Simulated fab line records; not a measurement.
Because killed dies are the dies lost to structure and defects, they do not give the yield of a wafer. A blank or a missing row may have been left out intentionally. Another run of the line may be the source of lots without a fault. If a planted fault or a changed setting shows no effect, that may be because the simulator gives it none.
Comparing a struck lot with a sound one ; flow rit-cmos ; 43 out of 202 route steps
Sound: these wafers, L450.3, L450.4, L450.6. Struck: wafers L466.2, L466.4, L466.6. The cause comes at the end.
At each step with rows: each side's tool, then ch and its chambers, then its first start. Under that, the readings that differ: sound wafers ; struck wafers ; difference of the means ; sigmas: that difference in standard deviations of wafers without a fault.
alike: same words and numbers on both sides, and readings whose means sit less than 2 such deviations apart. not compared: any withheld reading, any reading some wafer has no value for, any bound like >300 that may hide the same value, and any number with overlapping values for which the record gives no deviation.
The two part at a step that has a row with sigmas, a row that says differs or no value, or rows on one side only. When numbers do not overlap yet have no deviation, they are printed without sigmas and do not part them. Lack of a reading on every wafer of one side parts them only where that side has two or more wafers.

RIT_NLDD_TW_MEAS_10:
  sound: film-metro-02 at day 2 22:23; struck: film-metro-03 at day 6 03:22
  alike: NLDD_TW
then, 6 steps without rows for these wafers: RIT_PLDD_HMDS_00 (prime time 60 s); RIT_PLDD_COAT_01 (resist thk 1000 nm); RIT_PLDD_SOFTBAKE_02 (time 60 s); RIT_PLDD_EXPOSE_03 (exposes mask M8, target cd 40900 nm); RIT_PLDD_PEB_04; RIT_PLDD_DEVELOP_05 (develop time 50 s).
RIT_PLDD_OVL_MEAS_06:
  sound: overlay-02 at day 2 23:25; struck: overlay-02 at day 6 04:23
  alike: PLDD_OVL
then, 2 steps without rows for these wafers: RIT_PLDD_HARDBAKE_07 (time 60 s); RIT_PLDD_IMPLANT_08.
RIT_PLDD_STRIP_09: strips in O2, time 180 s.
  sound on plasma-asher-02 ch 0,1, day 2 23:48; struck on plasma-asher-02 ch 0,1, day 6 04:43
  alike: drypump-motor-current-A
  not compared: rf-hours-counter-h
RIT_PLDD_TW_MEAS_10:
  sound: film-metro-02 at day 2 23:56; struck: film-metro-03 at day 6 04:55
  alike: PLDD_TW
RIT_SPACER_CLEAN_00: cleans in SC1, time 600 s.
  sound on wet-bench-02 ch 0, day 2 23:59; struck on wet-bench-03 ch 1, day 6 04:58
then, 3 steps without rows for these wafers: RIT_SPACER_CLEAN_01 (cleans in dHF, time 30 s); RIT_SPACER_CLEAN_02 (cleans in SC2, time 600 s); RIT_SPACER_CVD_03 (deposits Si3N4 from SiH2Cl2/NH3, target thk 250 nm, time 3300 s).
RIT_SPACER_THK_MEAS_04:
  sound: film-metro-02 at day 3 03:15; struck: film-metro-02 at day 6 08:20
  alike: SPACER_NITRIDE_THK
RIT_SPACER_ETCHBACK_05: etches Si3N4 in SF6/CHF3, stops on SiO2, target depth 250 nm, time 240 s.
  sound on rie-diel-02 ch 0,2,3, day 3 03:17; struck on rie-diel-04 ch 1,3, day 6 08:23
reading;sound;struck;difference;sigmas
throttle-valve-pct (%);10.22 10.18 10.13;10.50 10.45 10.43;+0.28;+2
  alike: drypump-motor-current-A, oes-product-au
  not compared: rf-hours-counter-h
then, 2 steps without rows for these wafers: RIT_NSD_HMDS_00 (prime time 60 s); RIT_NSD_COAT_01 (resist thk 1000 nm).
RIT_NSD_SOFTBAKE_02: time 61.15 s.
  sound on litho-track-03 ch 0, day 3 03:47; struck on litho-track-04 ch 0, day 6 08:52
  alike: plate-sensor-t-centre-C, plate-sensor-t-edge-C
then, 3 steps without rows for these wafers: RIT_NSD_EXPOSE_03 (exposes mask M9, target cd 40700 nm); RIT_NSD_PEB_04; RIT_NSD_DEVELOP_05 (develop time 50 s).
RIT_NSD_OVL_MEAS_06:
  sound: overlay-01 at day 3 04:26; struck: overlay-01 at day 6 09:31
  alike: NSD_OVL
then, 2 steps without rows for these wafers: RIT_NSD_HARDBAKE_07 (time 60 s); RIT_NSD_IMPLANT_08.
RIT_NSD_STRIP_09: strips in O2, time 180 s.
  sound on plasma-asher-04 ch 0,1, day 3 04:49; struck on plasma-asher-03 ch 0,1, day 6 09:51
  alike: drypump-motor-current-A
  not compared: rf-hours-counter-h
RIT_NSD_TW_MEAS_10:
  sound: film-metro-02 at day 3 04:57; struck: film-metro-02 at day 6 10:02
  alike: NSD_TW
then, 6 steps without rows for these wafers: RIT_PSD_HMDS_00 (prime time 60 s); RIT_PSD_COAT_01 (resist thk 1000 nm); RIT_PSD_SOFTBAKE_02 (time 62.92 s); RIT_PSD_EXPOSE_03 (exposes mask M10, target cd 40900 nm); RIT_PSD_PEB_04; RIT_PSD_DEVELOP_05 (develop time 50 s).
RIT_PSD_OVL_MEAS_06:
  sound: overlay-02 at day 3 05:51; struck: overlay-02 at day 6 11:04
  alike: PSD_OVL
then, 2 steps without rows for these wafers: RIT_PSD_HARDBAKE_07 (time 60 s); RIT_PSD_IMPLANT_08.
RIT_PSD_STRIP_09: strips in O2, time 180 s.
  sound on plasma-asher-03 ch 0,1, day 3 06:14; struck on plasma-asher-02 ch 1, day 6 11:24
  alike: drypump-motor-current-A
  not compared: rf-hours-counter-h
RIT_PSD_TW_MEAS_10:
  sound: film-metro-03 at day 3 06:22; struck: film-metro-04 at day 6 11:35
  alike: PSD_TW
then, 2 steps without rows for these wafers: RIT_SDANNEAL_CLEAN_00 (cleans in SC1, time 600 s); RIT_SDANNEAL_CLEAN_01 (cleans in dHF, time 30 s).
RIT_M1_PROBE_99:
  sound: prober-02 at day 3 14:22; struck: prober-01 at day 6 19:30
reading;sound;struck;difference;sigmas
killed-at-front-end;6 12 6;23 34 26;+20;+7
killed-dies;6 12 6;23 34 26;+20;+7
killed-on-rim;0 2 3;7 12 9;+8;+5
  alike: killed-at-contacts, killed-open, killed-short

WHERE THEY PART
At RIT_SPACER_ETCHBACK_05 first; at RIT_M1_PROBE_99 last (within this record only).

WHY: what had been put in by the simulator
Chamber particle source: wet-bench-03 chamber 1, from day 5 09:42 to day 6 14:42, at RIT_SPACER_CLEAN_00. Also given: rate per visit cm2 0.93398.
